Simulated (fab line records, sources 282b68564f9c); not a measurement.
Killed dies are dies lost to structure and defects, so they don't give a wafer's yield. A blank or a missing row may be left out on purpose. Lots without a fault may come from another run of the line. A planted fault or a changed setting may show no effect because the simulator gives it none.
A struck lot beside a sound one | flow rit_cmos | 15 steps out of a route of 202
Sound: wafers L665.1, L665.5, L665.6. Struck: wafers L680.2, L680.4, L680.5. The cause comes at the end.
At each step with rows: each side's tool, then ch and its chambers, then its first start. Under that, the readings that differ: sound wafers | struck wafers | difference of the means | sigmas: that difference in standard deviations of wafers without a fault.
alike: readings whose means differ by less than 2 such deviations, and words and numbers that are the same on both sides. not compared: withheld readings, readings that some wafer has no value for, bounds like >300 that may hide the same value, and numbers for which the record gives no deviation and whose values overlap.
The two part at a step that has a row with sigmas, a row that says differs or no value, or rows on one side only. Numbers that don't overlap but have no deviation are shown without sigmas and don't part them. A reading that every wafer of one side lacks parts them only if that side has two wafers or more.

RIT_NSD_TW_MEAS_10:
  sound on film_metro-04, day 3 01:02; struck on film_metro-01, day 6 03:13
  alike: NSD_TW
then, 6 steps without rows for these wafers: RIT_PSD_HMDS_00 (prime time 60 s); RIT_PSD_COAT_01 (resist thk 1000 nm); RIT_PSD_SOFTBAKE_02 (time 60 s); RIT_PSD_EXPOSE_03 (exposes mask M10, target cd 40900 nm); RIT_PSD_PEB_04; RIT_PSD_DEVELOP_05 (develop time 50 s).
RIT_PSD_OVL_MEAS_06:
  sound on overlay-02, day 3 01:56; struck on overlay-01, day 6 04:07
  alike: PSD_OVL
then, 2 steps without rows for these wafers: RIT_PSD_HARDBAKE_07 (time 60 s); RIT_PSD_IMPLANT_08.
RIT_PSD_STRIP_09: strips in O2, time 180 s.
  sound on plasma_asher-03 ch 0,1, day 3 02:17; struck on plasma_asher-03 ch 0,1, day 6 04:27
  alike: chamber_pressure_mTorr, drypump_motor_current_A
  not compared: rf_hours_counter_h
RIT_PSD_TW_MEAS_10:
  sound on film_metro-04, day 3 02:27; struck on film_metro-04, day 6 04:38
  alike: PSD_TW
RIT_SDANNEAL_CLEAN_00: cleans in SC1, time 600 s.
  sound on wet_bench-01 ch 3, day 3 02:31; struck on wet_bench-04 ch 1, day 6 04:41
  reading               | sound             | struck            | difference | sigmas
  bath_guard_temp_C (C) | 75.4 75.1 75.4    | 80.7 81.0 80.4    | +5.4       | +15
  temp_c (C)            | 74.87 74.91 74.91 | 80.64 80.64 80.75 | +5.78      | +41
then, 1 step without rows for these wafers: RIT_SDANNEAL_CLEAN_01 (cleans in dHF, time 30 s).
RIT_M1_PROBE_99:
  the record has rows for the sound wafers here (prober-01, day 3 10:18) and none for the struck ones

WHERE THEY PART
First at RIT_SDANNEAL_CLEAN_00; last, within this record, at RIT_M1_PROBE_99.

WHY: what the simulator had put in
Process parameter drift: wet_bench-04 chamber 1, from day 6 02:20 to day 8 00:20, at RIT_SDANNEAL_CLEAN_00. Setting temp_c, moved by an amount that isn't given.
